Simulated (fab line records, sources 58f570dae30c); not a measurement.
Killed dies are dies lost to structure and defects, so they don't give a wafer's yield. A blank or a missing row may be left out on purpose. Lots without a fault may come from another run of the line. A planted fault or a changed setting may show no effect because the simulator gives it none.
One fault seen from 2 desks | flow berkeley_cmos170 | each desk has only its own numbers; what lay behind them comes last

THE TOOL OWNER'S DESK: implanter-02
The tool's own readings at UCB170_PLDD_IMPLANT_09: means of the sampled wafers that have a number, for each lot that ran on this tool. A lot is out of limits, marked OUT, if its mean lies more than 4 standard deviations from the usual mean; the brackets give that distance.
Columns: A = dose_ions_cm2 at UCB170_PLDD_IMPLANT_09, usual 5e+13; B = faraday_current_uA at UCB170_PLDD_IMPLANT_09, usual 158.1
lot  | first seen here | A                       | B
L463 | day 7 16:14     | 5e+13                   | 153.8
L469 | day 8 04:49     | 5e+13                   | 162.4
L468 | day 8 05:22     | 5e+13                   | 156.8
L470 | day 8 20:51     | 5e+13                   | 157.3
L479 | day 10 09:39    | 2e+13 (-99 or more) OUT | 65.7 (-31) OUT
L480 | day 10 10:14    | 2e+13 (-99 or more) OUT | 67.3 (-30) OUT
This desk's finding: out of limits on L479, L480; first on L479, day 10 09:39 (dose_ions_cm2 at UCB170_PLDD_IMPLANT_09). In limits: L463, L469, L468, L470.

THE METROLOGY DESK
What the gauges read, lot by lot, whatever tool the lot ran on: means of the sampled wafers that have a number. A lot is out of limits, marked OUT, if its mean lies more than 4 standard deviations from the usual mean; the brackets give that distance.
Columns: A = PLDD_TW at UCB170_PLDD_TW_MEAS_11, usual 1007; B = PLDD_RS at UCB170_SDANNEAL_RS_MEAS_04, usual 1032.7 ohm/sq
lot  | first seen here | A             | B
L463 | day 7 16:29     | 1004          | 1033.7
L469 | day 8 05:04     | 1014          | 1032.2
L466 | day 8 05:20     | 1013          | 1034.4
L468 | day 8 05:37     | 1003          | 1035.2
L465 | day 8 05:43     | 1003          | 1034.1
L472 | day 8 20:59     | 1013          | 1032.7
L470 | day 8 21:05     | 1014          | 1034.2
L475 | day 9 16:26     | 999           | 1030.7
L474 | day 9 16:59     | 998           | 1031.9
L479 | day 10 09:54    | 899 (-16) OUT | 1350.1 (+99 or more) OUT
L480 | day 10 10:28    | 908 (-15) OUT | 1355.1 (+99 or more) OUT
L483 | day 11 01:11    | 1003          | 1031.7
L484 | day 11 01:47    | 1009          | 1032.0
L485 | day 11 14:22    | 1007          | 1030.2
This desk's finding: out of limits on L479, L480; first on L479, day 10 09:54 (PLDD_TW at UCB170_PLDD_TW_MEAS_11). In limits: L463, L469, L466, L468, L465, L472, L470, L475, L474, L483, L484, L485.

PUT TOGETHER
The tool owner's desk could have raised an alarm at day 10 09:39, on L479, L480.
The metrology desk could have raised an alarm at day 10 09:54, on L479, L480.
Of the lots named, all ran UCB170_PLDD_IMPLANT_09 on implanter-02.

WHAT THE SIMULATOR HAD PUT IN
Process parameter drift: implanter-02, from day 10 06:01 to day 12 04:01, at UCB170_PLDD_IMPLANT_09. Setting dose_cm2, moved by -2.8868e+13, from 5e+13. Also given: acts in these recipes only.
Lots struck among those shown: L479, L480.
Hours from the fault's start to each desk's first reading out of limits: the tool owner's desk, 4; the metrology desk, 4.
